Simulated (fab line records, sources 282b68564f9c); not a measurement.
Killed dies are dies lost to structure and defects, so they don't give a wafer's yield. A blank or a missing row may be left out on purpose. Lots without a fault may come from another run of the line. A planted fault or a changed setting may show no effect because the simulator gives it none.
A struck lot beside a sound one | flow rit_cmos | 14 steps out of a route of 202
Sound: wafers L585.2, L585.4, L585.6. Struck: wafers L578.2, L578.4, L578.6. The cause comes at the end.
At each step with rows: each side's tool, then ch and its chambers, then its first start. Under that, the readings that differ: sound wafers | struck wafers | difference of the means | sigmas: that difference in standard deviations of wafers without a fault.
alike: readings whose means differ by less than 2 such deviations, and words and numbers that are the same on both sides. not compared: withheld readings, readings that some wafer has no value for, bounds like >300 that may hide the same value, and numbers for which the record gives no deviation and whose values overlap.
The two part at a step that has a row with sigmas, a row that says differs or no value, or rows on one side only. Numbers that don't overlap but have no deviation are shown without sigmas and don't part them. A reading that every wafer of one side lacks parts them only if that side has two wafers or more.

first, 4 steps without rows for these wafers: RIT_NLDD_SOFTBAKE_02 (time 60 s); RIT_NLDD_EXPOSE_03 (exposes mask M7, target cd 40700 nm); RIT_NLDD_PEB_04; RIT_NLDD_DEVELOP_05 (develop time 50 s).
RIT_NLDD_OVL_MEAS_06:
  sound on overlay-01, day 6 06:16; struck on overlay-01, day 4 18:51
  alike: NLDD_OVL
then, 2 steps without rows for these wafers: RIT_NLDD_HARDBAKE_07 (time 60 s); RIT_NLDD_IMPLANT_08.
RIT_NLDD_STRIP_09: strips in O2, time 180 s.
  sound on plasma_asher-01 ch 0,1, day 6 06:35; struck on plasma_asher-03 ch 0,1, day 4 19:11
  alike: drypump_motor_current_A, o2_flow_sccm
  not compared: rf_hours_counter_h
RIT_NLDD_TW_MEAS_10:
  sound on film_metro-01, day 6 06:46; struck on film_metro-03, day 4 19:22
  alike: NLDD_TW
then, 3 steps without rows for these wafers: RIT_PLDD_HMDS_00 (prime time 60 s); RIT_PLDD_COAT_01 (resist thk 1000 nm); RIT_PLDD_SOFTBAKE_02 (time 60 s).
RIT_PLDD_EXPOSE_03: exposes mask M8, target cd 40900 nm.
  sound on iline_stepper-02 ch 0, day 6 07:25; struck on iline_stepper-01, day 4 19:53
  no value came back on the struck wafers for exposure_dose_mJ_cm2, focus_offset_nm (nm), reticle_temp_C (C), stage_vel_mm_s (mm/s); on the sound wafers exposure_dose_mJ_cm2 reads 249.81 249.72 249.69
  alike: mask
then, 1 step without rows for these wafers: RIT_PLDD_PEB_04.

WHERE THEY PART
Only at RIT_PLDD_EXPOSE_03, within this record.

WHY: what the simulator had put in
Skipped step whole: iline_stepper-01, from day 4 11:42 on, at RIT_PLDD_EXPOSE_03. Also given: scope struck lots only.
